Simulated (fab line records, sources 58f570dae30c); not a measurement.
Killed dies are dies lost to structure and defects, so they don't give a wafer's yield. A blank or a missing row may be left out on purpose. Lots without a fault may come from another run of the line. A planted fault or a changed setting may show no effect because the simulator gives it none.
One fault seen from 2 desks | flow berkeley_cmos170 | each desk has only its own numbers; what lay behind them comes last

THE METROLOGY DESK
What the gauges read, lot by lot, whatever tool the lot ran on: means of the sampled wafers that have a number. A lot is out of limits, marked OUT, if its mean lies more than 4 standard deviations from the usual mean; the brackets give that distance. Of its 11 readings 7 are shown: those that lie furthest out on some lot.
Columns: A = SILICIDE_TI_RS at UCB170_SILICIDE_RS_MEAS_02, usual 27.8 ohm/sq; B = SILICIDE_TI_THK at UCB170_SILICIDE_THK_MEAS_03, usual 28.8 nm; C = CONTACT_OVL at UCB170_CONTACT_OVL_MEAS_16, usual 1 nm; D = cd_nm at UCB170_CONTACT_CD_MEAS_90, usual 699.8 nm; E = M1_AL_THK at UCB170_M1_THK_MEAS_02, usual 596 nm; F = M1_OVL at UCB170_M1_OVL_MEAS_10, usual 0 nm; G = cd_nm at UCB170_M1_CD_MEAS_90, usual 700.1 nm
lot  | first seen here | A    | B    | C  | D     | E   | F   | G
L372 | day 8 16:29     | 28.4 | 28.2 | -6 | 701.7 | 598 | -3  | 703.8
L381 | day 10 09:40    | 27.3 | 29.2 | -3 | 700.6 | 593 | 4   | 697.0
L385 | day 11 00:42    | 27.1 | 29.5 | 10 | 699.3 | 607 | -1  | 700.3
L389 | day 11 17:15    | 28.0 | 28.6 | -1 | 697.6 | 594 | 3   | 695.2
L390 | day 12 05:32    | 27.5 | 29.1 | 6  | 701.4 | 594 | 2   | 698.7
L393 | day 12 15:51    | 28.1 | 28.6 | 0  | 699.4 | 600 | -11 | 701.0
This desk's finding: nothing out of limits on any of the 6 lots.

THE TOOL OWNER'S DESK: rtp_anneal-02
The tool's own readings at UCB170_CONTACT_RTA_08 (time 10 s): means of the sampled wafers that have a number, for each lot that ran on this tool. A lot is out of limits, marked OUT, if its mean lies more than 4 standard deviations from the usual mean; the brackets give that distance.
Columns: A = lamp_power_pct at UCB170_CONTACT_RTA_08, usual 22.7 %; B = wafer_temp_C_max at UCB170_CONTACT_RTA_08, usual 902.2
lot  | first seen here | A    | B
L381 | day 10 12:41    | 20.8 | 903.1
L385 | day 11 04:44    | 20.8 | 902.5
L389 | day 11 22:00    | 20.8 | 902.0
L390 | day 12 10:44    | 20.7 | 902.5
This desk's finding: nothing out of limits on any of the 4 lots.

PUT TOGETHER
The metrology desk saw nothing out of limits.
The tool owner's desk saw nothing out of limits.

WHAT THE SIMULATOR HAD PUT IN
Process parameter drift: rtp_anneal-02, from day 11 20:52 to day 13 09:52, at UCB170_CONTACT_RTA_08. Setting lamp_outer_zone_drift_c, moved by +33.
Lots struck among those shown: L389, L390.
